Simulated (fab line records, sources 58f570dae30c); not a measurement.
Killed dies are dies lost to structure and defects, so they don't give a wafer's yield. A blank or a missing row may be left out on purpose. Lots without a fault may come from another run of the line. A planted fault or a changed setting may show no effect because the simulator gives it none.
A struck lot beside a sound one | flow berkeley_cmos170 | 16 steps out of a route of 331
Sound: wafers L162.1, L162.3, L162.5. Struck: wafer L168.3. The cause comes at the end.
At each step with rows: each side's tool, then ch and its chambers, then its first start. Under that, the readings that differ: sound wafers | struck wafers | difference of the means | sigmas: that difference in standard deviations of wafers without a fault.
alike: readings whose means differ by less than 2 such deviations, and words and numbers that are the same on both sides. not compared: withheld readings, readings that some wafer has no value for, bounds like >300 that may hide the same value, and numbers for which the record gives no deviation and whose values overlap.
The two part at a step that has a row with sigmas, a row that says differs or no value, or rows on one side only. Numbers that don't overlap but have no deviation are shown without sigmas and don't part them. A reading that every wafer of one side lacks parts them only if that side has two wafers or more.

first, 6 steps without rows for these wafers: UCB170_V1_HMDS_06 (prime time 60 s); UCB170_V1_COAT_07 (resist thk 900 nm); UCB170_V1_SOFTBAKE_08 (time 60 s); UCB170_V1_EXPOSE_09 (exposes mask VIA1, target cd 700 nm); UCB170_V1_PEB_10; UCB170_V1_DEVELOP_11 (develop time 45 s).
UCB170_V1_CD_MEAS_12: target cd 700 nm.
  sound on cd_sem-01, day 9 01:55; struck on cd_sem-02, day 10 01:58
  alike: cd_nm
UCB170_V1_OVL_MEAS_13:
  sound on overlay-01, day 9 02:02; struck on overlay-02, day 10 02:04
  alike: V1_OVL
UCB170_V1_ETCH_14: etches SiO2 in CHF3/CF4/Ar, stops on Al, target depth 1250 nm, time 301.6 s.
  sound on rie_diel-01 ch 0,1,2, day 9 02:05; struck on rie_diel-01 ch 0, day 10 02:05
  alike: drypump_motor_current_A, oes_product_au, throttle_valve_pct
  not compared: rf_hours_counter_h
UCB170_V1_STRIP_15: strips in O2.
  sound on plasma_asher-02 ch 0,1, day 9 02:16; struck on plasma_asher-01 ch 0, day 10 02:18
  alike: drypump_motor_current_A, oes_product_au, strip_time_to_endpoint_s
  not compared: rf_hours_counter_h
UCB170_V1_CD_MEAS_90: target cd 700 nm.
  sound on cd_sem-01, day 9 02:22; struck on cd_sem-02, day 10 02:25
  alike: cd_nm
then, 1 step without rows for these wafers: UCB170_M2_PRE_CLEAN_00 (preclean etch time 60 s).
UCB170_M2_SPUTTER_01: material Al, target thk 900 nm, time 120 s.
  sound on pvd_sputter-01, day 9 02:33; struck on pvd_sputter-01, day 10 02:33
  reading                               | sound                | struck | difference | sigmas
  cathode_dc_power_W (W)                | 6001.5 5998.3 6000.3 | 7913.7 | +1913.7    | +99 or more
  model.Al_of_M2_SPUTTER_01.thk_nm (nm) | 893.8 891.8 904      | 1185   | +288       |
  alike: throttle_valve_pct
UCB170_M2_RS_MEAS_02: measures by four-point-probe.
  sound on film_metro-03, day 9 02:38; struck on film_metro-03, day 10 03:01
  reading           | sound                | struck | difference | sigmas
  M2_AL_RS (ohm/sq) | 0.0323 0.0325 0.0319 | 0.0243 | -0.0079    | -24
  not compared: hold
UCB170_M2_THK_MEAS_03: measures by xrf.
  sound on film_metro-03, day 9 02:45; struck on film_metro-03, day 10 04:43
  reading        | sound       | struck                   | difference                   | sigmas
  hold           | - - -       | await_dispo/1.6h/release | no value on the sound wafers |
  M2_AL_THK (nm) | 898 895 907 | 1187                     | +287                         | +29
then, 1 step without rows for these wafers: UCB170_M2_HMDS_04 (prime time 60 s).

WHERE THEY PART
First at UCB170_M2_SPUTTER_01; last, within this record, at UCB170_M2_THK_MEAS_03.

WHY: what the simulator had put in
Process parameter drift: pvd_sputter-01, from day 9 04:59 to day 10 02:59, at UCB170_M2_SPUTTER_01. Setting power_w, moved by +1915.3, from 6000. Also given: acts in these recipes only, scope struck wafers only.
